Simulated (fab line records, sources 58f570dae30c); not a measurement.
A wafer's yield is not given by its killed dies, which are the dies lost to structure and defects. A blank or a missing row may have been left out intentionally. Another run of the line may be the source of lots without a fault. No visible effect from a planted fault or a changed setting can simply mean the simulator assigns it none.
8D (eight disciplines) problem report, filled in by code | flow berkeley_cmos170 | the parts of the form that need people (team, actions taken, sign-off) are left out

## 1. PROBLEM STATEMENT
Mean of cd_nm at UCB170_V1_CD_MEAS_90: 694.3 nm across 3 wafers in 2 lots; on wafers with no fault it is 700.7 nm (standard deviation 1.5). Measured from the usual mean, that is -4.2 standard deviations.
The step: target cd 700 nm.
Seen first at day 9 01:58 on cd_sem-01, wafer L573.3. Wafers with a number at this step in the record: 42, from 14 lots. Rule for "out", or "out of limits": more than 4 standard deviations from the usual mean. The rest of the wafers with a number are treated as sound.

## 2. WHAT IT IS AND WHAT IT IS NOT
question                    | is                     | is not
which readings at this step | cd_nm                  | -
which lots                  | L573, L579             | L567, L569, L570, L571, L572, L576, L581, L582, L583, L584, L588, L590
which wafers of those lots  | L573.3, L579.4, L579.5 | L573.5, L573.6, L579.2
read on which gauges        | cd_sem-01, cd_sem-02   | -
when                        | from day 9 01:58       | up to then (17 sound wafers); but 22 sound wafers of L576, L579, L581, L582, L583, L584, L588, L590 came after

## 3. SUSPECTS, AND WHAT RULES EACH OUT
Counting: if a tool at a process step up to the reading ran every lot that is out, it stays a suspect. Sound lots after the first of them don't rule it out here, since some wafers of a struck lot are sound.
- ruled out: the gauge at UCB170_V1_CD_MEAS_90. 2 gauges (cd_sem-01, cd_sem-02) read the wafers that are out.
- rie_diel-01 at UCB170_V1_ETCH_14 (etches SiO2 in CHF3/CF4/Ar, stops on Al, target depth 1250 nm, time 291 s): kept. It processed each lot that is out (first: L573, day 9 01:39); up to then, its last sound lot is L572 (day 8 09:23). Its own rf_fwd_power_W readings are out on those wafers.
- plasma_asher-04 at UCB170_V1_STRIP_15 (strips in O2): kept. It ran every lot that is out, first L573 (day 9 01:52). Its own strip_time_to_endpoint_s readings are out on those wafers.
- Within rie_diel-01 at UCB170_V1_ETCH_14: the wafers that are out ran in chamber 3; their sound lot-mates ran in chambers 0, 1.
After counting, rie_diel-01 at UCB170_V1_ETCH_14 and plasma_asher-04 at UCB170_V1_STRIP_15 remain.

## 4. THE CAUSE (what the simulator had put in)
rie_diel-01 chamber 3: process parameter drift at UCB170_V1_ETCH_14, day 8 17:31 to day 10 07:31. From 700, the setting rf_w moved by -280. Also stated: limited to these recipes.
After counting, 2 suspects remain, this tool included.

## 5. SEQUENCE OF EFFECTS, ordered by route
One row per reading whose mean, taken over the struck wafers that have a number, lies over 3 standard deviations from the usual. Scope: only readings with a usual standard deviation given in the record; hours: median across lots of the time from each lot's start at the first step in this table that gives one to its start at this step; sigmas: change in usual standard deviations.
hours | step                 | reading                  | usual    | on struck wafers | change | sigmas
0     | UCB170_V1_ETCH_14    | rf_fwd_power_W           | 698.2 W  | 418.6            | -279.6 | -99 or more
0     | UCB170_V1_STRIP_15   | strip_time_to_endpoint_s | 15.33 s  | 16.85            | +1.52  | +15
0     | UCB170_V1_CD_MEAS_90 | cd_nm                    | 700.7 nm | 694.3            | -6.4   | -4.2
Its process steps:
- UCB170_V1_ETCH_14: etches SiO2 in CHF3/CF4/Ar, stops on Al, target depth 1250 nm, time 291 s.
- UCB170_V1_STRIP_15: strips in O2.

## 6. HOW IT WOULD HAVE BEEN CAUGHT EARLIER
Counted from the fault's start at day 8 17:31, it took 8 hours until the first out-of-limits reading at a measuring or inspecting step in this record, taken at day 9 01:58.
The tool's own readings at UCB170_V1_ETCH_14 were out on every struck wafer that the step has a row for (rf_fwd_power_W): an alarm limit on them would have fired on the first of those.
Of the lots that are out (2), L579 began UCB170_V1_ETCH_14 on rie_diel-01 after day 9 01:58. Had the tool been put on hold then, it would have been spared.
